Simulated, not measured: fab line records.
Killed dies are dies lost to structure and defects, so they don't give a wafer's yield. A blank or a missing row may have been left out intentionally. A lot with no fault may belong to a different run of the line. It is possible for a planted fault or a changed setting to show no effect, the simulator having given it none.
Which of the tools did it? | flow rit_cmos | 14 lots with 42 wafers sampled at 2 steps, on a route of 202 steps

== WHAT EACH GAUGE READ, for each wafer ==
RIT_WELLDRIVE_RS_MEAS_02: a four-point-probe measurement. Usual: PWELL_RS typically reads 429.0 ohm/sq, with standard deviation 1.2.
lot  | measured    | on            | PWELL_RS (ohm/sq) | flag
L796 | day 2 04:11 | film_metro-04 | 428.8 429.0 428.8 |
L797 | day 2 09:22 | film_metro-04 | 427.5 430.8 429.3 |
L798 | day 2 14:43 | film_metro-01 | 428.0 429.0 428.6 |
L799 | day 2 20:05 | film_metro-01 | 430.6 430.1 429.5 |
L800 | day 3 00:17 | film_metro-02 | 427.8 430.7 430.6 |
L801 | day 3 05:07 | film_metro-01 | 427.5 429.7 429.9 |
L802 | day 3 09:49 | film_metro-01 | 430.6 430.0 430.7 |
L807 | day 4 11:38 | film_metro-01 | 422.9 422.1 421.1 | OFF
L809 | day 4 21:57 | film_metro-02 | 422.7 422.5 421.8 | OFF
L813 | day 5 19:01 | film_metro-01 | 428.8 428.8 429.1 |
L816 | day 6 09:17 | film_metro-01 | 429.2 430.3 430.0 |
L817 | day 6 13:40 | film_metro-01 | 429.1 428.2 428.3 |
L818 | day 6 18:55 | film_metro-01 | 431.1 429.3 429.0 |
L819 | day 7 00:22 | film_metro-01 | 426.6 428.1 429.2 |

== WHICH TOOL RAN EACH LOT (tool, then ch and the chambers of the sampled wafers, then the start) ==
lot  | RIT_PWELL_IMPLANT_08
L796 | implanter-04 ch 0, day 1 22:36
L797 | implanter-04 ch 0, day 2 03:47
L798 | implanter-03 ch 0, day 2 09:07
L799 | implanter-01 ch 0, day 2 14:31
L800 | implanter-01 ch 0, day 2 18:42
L801 | implanter-03 ch 0, day 2 23:32
L802 | implanter-04 ch 0, day 3 04:14
L807 | implanter-04 ch 0, day 4 05:28
L809 | implanter-04 ch 0, day 4 15:43
L813 | implanter-01 ch 0, day 5 13:12
L816 | implanter-03 ch 0, day 6 03:19
L817 | implanter-01 ch 0, day 6 08:05
L818 | implanter-03 ch 0, day 6 13:20
L819 | implanter-01 ch 0, day 6 18:47
- RIT_PWELL_IMPLANT_08

== AS READ BY THE TOOLS THEMSELVES (means over the sampled wafers that have a number; for cases with no such wafer, the mark the record gives instead) ==
RIT_PWELL_IMPLANT_08. Usual: beam_energy_keV reads 169.99 (standard deviation 0.049).
lot  | tool         | beam_energy_keV | flag
L796 | implanter-04 | 169.97          |
L797 | implanter-04 | 169.91          |
L798 | implanter-03 | 170.02          |
L799 | implanter-01 | 170.00          |
L800 | implanter-01 | 169.99          |
L801 | implanter-03 | 170.06          |
L802 | implanter-04 | 170.00          |
L807 | implanter-04 | 190.56          | OFF
L809 | implanter-04 | 190.60          | OFF
L813 | implanter-01 | 170.05          |
L816 | implanter-03 | 169.94          |
L817 | implanter-01 | 169.95          |
L818 | implanter-03 | 170.04          |
L819 | implanter-01 | 169.98          |

== THE ANSWER, worked out from the rows above alone ==
Rule: take the mean of a lot's wafers that have a number; if it is more than 3 standard deviations from the usual mean, the lot is off. A lot without any number at a reading at which 4 lots or more have one is off too. Any other lot the step has rows for is counted as sound. The gauges are gone through in route order, then the tools' own readings, and for those a lot's mean is taken as printed above. At the first step where some lot is off, the reading lying furthest off is the one used; lots without a number count as furthest.
Off: at RIT_WELLDRIVE_RS_MEAS_02 (PWELL_RS), L807, L809.
A tool fits if, at a process step before that reading, it ran every lot that is off, and no sound lot after the first of them. Not tried: the gauges at RIT_WELLDRIVE_RS_MEAS_02; whatever is off there is also off at RIT_PWELL_IMPLANT_08, on other tools, and gauge error can't account for it. One fits: RIT_PWELL_IMPLANT_08 on implanter-04. A fault onset in the window from L802 (day 3 04:14, its last sound lot) to L807 (day 4 05:28, its first lot off) fits.
The tool's own readings at RIT_PWELL_IMPLANT_08 bear it out: on the lots that are off they differ by more than 5 times the standard deviation of the sound lots' means. beam_energy_keV reads 190.58 there against 169.99 on the sound lots.

== WHAT THE SIMULATOR HAD INSERTED ==
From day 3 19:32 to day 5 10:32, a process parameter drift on implanter-04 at RIT_PWELL_IMPLANT_08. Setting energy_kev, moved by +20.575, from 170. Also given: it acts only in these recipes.
Shown lots that were struck: L807, L809. The rule above reached the same finding.
